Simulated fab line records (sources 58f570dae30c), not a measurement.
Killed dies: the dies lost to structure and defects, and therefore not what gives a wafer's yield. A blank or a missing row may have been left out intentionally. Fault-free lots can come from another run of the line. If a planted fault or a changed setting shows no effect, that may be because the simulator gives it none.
Split-lot experiment	flow berkeley-cmos170	23 wafers read from 5 lots, route of 331 steps

## ON THE SPLIT
At UCB170_CONTACT_PEB_13, the setting peb-temp-c was moved away from the recipe's 130 C on 11 of the 23 wafers read, by -2.8% to -1.1%. All remaining wafers had this setting at the recipe value.

## FROM THE SPLIT TO THE READING: what the file shows between them, 5 steps
- UCB170_CONTACT_DEVELOP_14: develop time 45 s
- UCB170_CONTACT_CD_MEAS_15: target cd 700 nm
- UCB170_CONTACT_ETCH_17: etches BARC in N2/H2
- UCB170_CONTACT_ETCH_18: etches PSG in CHF3/CF4/Ar, stops on TiSi2, target depth 840 nm, time 195 s
- UCB170_CONTACT_STRIP_19: strips in O2

## THE READING
cd-nm, in nm, at UCB170_CONTACT_CD_MEAS_90 (target cd 700 nm). Fault-free wafers of this fab line usually give 699.1 nm, standard deviation 1.5 nm.

wafer	tool, chamber at the split	peb-temp-c as run, C	against the recipe	cd-nm, nm	against lot-mates on the recipe
L078.1	litho-track-01, 0	130	recipe	700.9	-
L078.4	litho-track-01, 0	130	recipe	699.4	-
L078.5	litho-track-01, 0	130	recipe	700.3	-
L079.1	litho-track-04, 0	128.1	-1.5%	685.3	-12.8
L079.2	litho-track-04, 0	130	recipe	698.4	-
L079.4	litho-track-04, 0	130	recipe	697.8	-
L079.5	litho-track-04, 0	128.1	-1.5%	683.3	-14.8
L079.6	litho-track-04, 0	128.1	-1.5%	685.3	-12.8
L080.1	litho-track-04, 0	126.3	-2.8%	669.1	-29.6
L080.3	litho-track-04, 0	130	recipe	697.6	-
L080.4	litho-track-04, 0	130	recipe	698.4	-
L080.5	litho-track-04, 0	130	recipe	700.2	-
L080.6	litho-track-04, 0	126.3	-2.8%	669.7	-29.0
L081.1	litho-track-01, 0	128.6	-1.1%	691.1	-7.9
L081.2	litho-track-01, 0	130	recipe	697.7	-
L081.3	litho-track-01, 0	128.6	-1.1%	688.5	-10.5
L081.5	litho-track-01, 0	128.6	-1.1%	689.1	-9.9
L081.6	litho-track-01, 0	130	recipe	700.3	-
L084.1	litho-track-04, 0	127.8	-1.7%	681.7	-15.2
L084.2	litho-track-04, 0	130	recipe	697.3	-
L084.3	litho-track-04, 0	127.8	-1.7%	680.7	-16.2
L084.5	litho-track-04, 0	130	recipe	696.6	-
L084.6	litho-track-04, 0	127.8	-1.7%	683.7	-13.2

FIT RESULTS
A straight line over all 23 wafers: cd-nm changes by +10 nm for each +1% of peb-temp-c; r = +0.99; the points scatter about the line by 1.4 nm.
The same after taking each lot's own level away (the mean of its wafers on the recipe; 23 wafers): +9.74 nm for each +1%; r = +0.99; scatter 1.3 nm.
Per that fit: largest peb-temp-c move, reading shift of 28 nm.
From 696.95 to 700.20 nm: that is the span of the lots' own levels, equal to 2.2 times the standard deviation above.
Consequently the slope shifts little with the lot-to-lot level, the two slopes agreeing.
Check: -26.7 nm against its lot-mates is what the line predicts for one of the wafers moved furthest among these (-2.8%) when that wafer is left out of the fit. Against them it came out at -29.6 nm.

## FURTHER SPLITS ON THESE WAFERS
These wafers also went through other splits before the reading. Each is held against what the fit with the lots' levels taken away leaves over:
other split on the same wafers	wafers away from the commonest value	r with cd-nm (lot level and that fit taken away)
UCB170_PLDD_PEB_04 peb-temp-c	5	-0.22
UCB170_NSD_PEB_04 peb-temp-c	4	+0.30
UCB170_NSD_IMPLANT_08 dose-cm2	9	-0.20
UCB170_SILICIDE_SPUTTER_01 power-w	6	-0.58

## THE WHOLE CHAIN: every reading that the file lists as answering this split, in the file's order
step	what it does	reading	change (the file's fit)	r (the file's)
UCB170_CONTACT_CD_MEAS_15	target cd 700 nm	cd-nm	+9.66 nm for each +1% of the setting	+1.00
UCB170_CONTACT_ETCH_17	etches BARC in N2/H2	CONTACT.cd-nm (the simulator's own value, which no gauge read)	+9.67 nm for each +1% of the setting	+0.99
UCB170_CONTACT_CD_MEAS_90	target cd 700 nm	cd-nm	+9.72 nm for each +1% of the setting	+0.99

## THE FILE'S OWN FIT
cd-nm changes by +9.72 nm for each +1% of peb-temp-c, r = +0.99.
